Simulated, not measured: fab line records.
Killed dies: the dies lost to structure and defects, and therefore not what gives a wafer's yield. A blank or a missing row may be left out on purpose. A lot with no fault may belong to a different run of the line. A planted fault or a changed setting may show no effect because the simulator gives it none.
A struck lot beside a sound one + flow berkeley-cmos170 + 14 steps out of a route of 331
Sound: these wafers, L456.2, L456.4, L456.6. The struck wafers were L469.2, L469.3, L469.5. The cause is given at the end.
Each step with rows lists, per side, the tool, then ch with its chambers, then its first start. Under that, the readings that differ: sound wafers + struck wafers + difference of the means + sigmas: that difference in standard deviations of wafers without a fault.
alike: words and numbers the same on both sides, and readings whose means are apart by under 2 such deviations; not compared: readings that were withheld, readings missing a value for some wafer, numbers with overlapping values and no deviation given by the record, and bounds like >300 which may hide the same value.
A row with sigmas, a row that says differs or no value, or rows on one side alone: a step with any of these is where the two part. Numbers that don't overlap but have no deviation are shown without sigmas and don't part them. A reading missing from all wafers of one side parts the sides only when that side holds two or more wafers.

UCB170_START_BOW_MEAS_00:
  sound on film-metro-04 at day 2 01:01; struck on film-metro-04 at day 4 18:01
  alike: INCOMING_BOW
then, 2 steps without rows for these wafers: UCB170_START_CLEAN_01 (cleans in dHF, time 60 s); UCB170_START_OXIDATION_02 (target thk 20 nm, ox time 1800 s).
UCB170_START_THK_MEAS_03:
  sound on film-metro-02 at day 2 03:21; struck on film-metro-03 at day 5 00:43
  alike: START_OXIDE_THK
then, 7 steps without rows for these wafers: UCB170_START_ANNEAL_04 (time 1200 s); UCB170_ZERO_HMDS_00 (prime time 60 s); UCB170_ZERO_COAT_01 (resist thk 900 nm); UCB170_ZERO_SOFTBAKE_02 (time 60 s); UCB170_ZERO_EXPOSE_03 (exposes mask PM MARKS, target cd 4000 nm); UCB170_ZERO_PEB_04; UCB170_ZERO_DEVELOP_05 (develop time 45 s).
UCB170_ZERO_ETCH_06: etches SiO2 in CHF3/CF4/Ar, time 12 s.
  sound on rie-diel-01 ch 0,3, day 2 11:27; struck on rie-diel-01 ch 0,2, day 5 07:13
| reading               | sound             | struck               | difference | sigmas |
|-----------------------|-------------------|----------------------|------------|--------|
| oes-product-au (a.u.) | 0.622 0.615 0.627 | 0.532 0.521 0.517    | -0.098     | -13    |
| over-etch-frac        | 1.58 1.58 1.58    | 3.2081 3.2081 3.2081 | +1.6281    |        |
  alike: drypump-motor-current-A, throttle-valve-pct
  not compared: rf-hours-counter-h
UCB170_ZERO_STRIP_07: strips in O2.
  sound on plasma-asher-03 ch 1, day 2 11:29; struck on plasma-asher-01 ch 0, day 5 07:14
| reading                      | sound             | struck            | difference | sigmas |
|------------------------------|-------------------|-------------------|------------|--------|
| strip-time-to-endpoint-s (s) | 21.52 21.53 21.57 | 21.19 21.26 21.36 | -0.27      | -4     |
  alike: drypump-motor-current-A, oes-product-au
  not compared: rf-hours-counter-h
then, 1 step without rows for these wafers: UCB170_NWELL_WET_ETCH_00 (etches SiO2 in dHF, time 200 s).

WHERE THEY PART
First at UCB170_ZERO_ETCH_06; last, within this record, at UCB170_ZERO_STRIP_07.

WHY: whatever the simulator had introduced
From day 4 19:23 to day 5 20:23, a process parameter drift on rie-diel-01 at UCB170_ZERO_ETCH_06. Setting over-etch-frac shifted by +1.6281 from 1.58. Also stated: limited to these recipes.
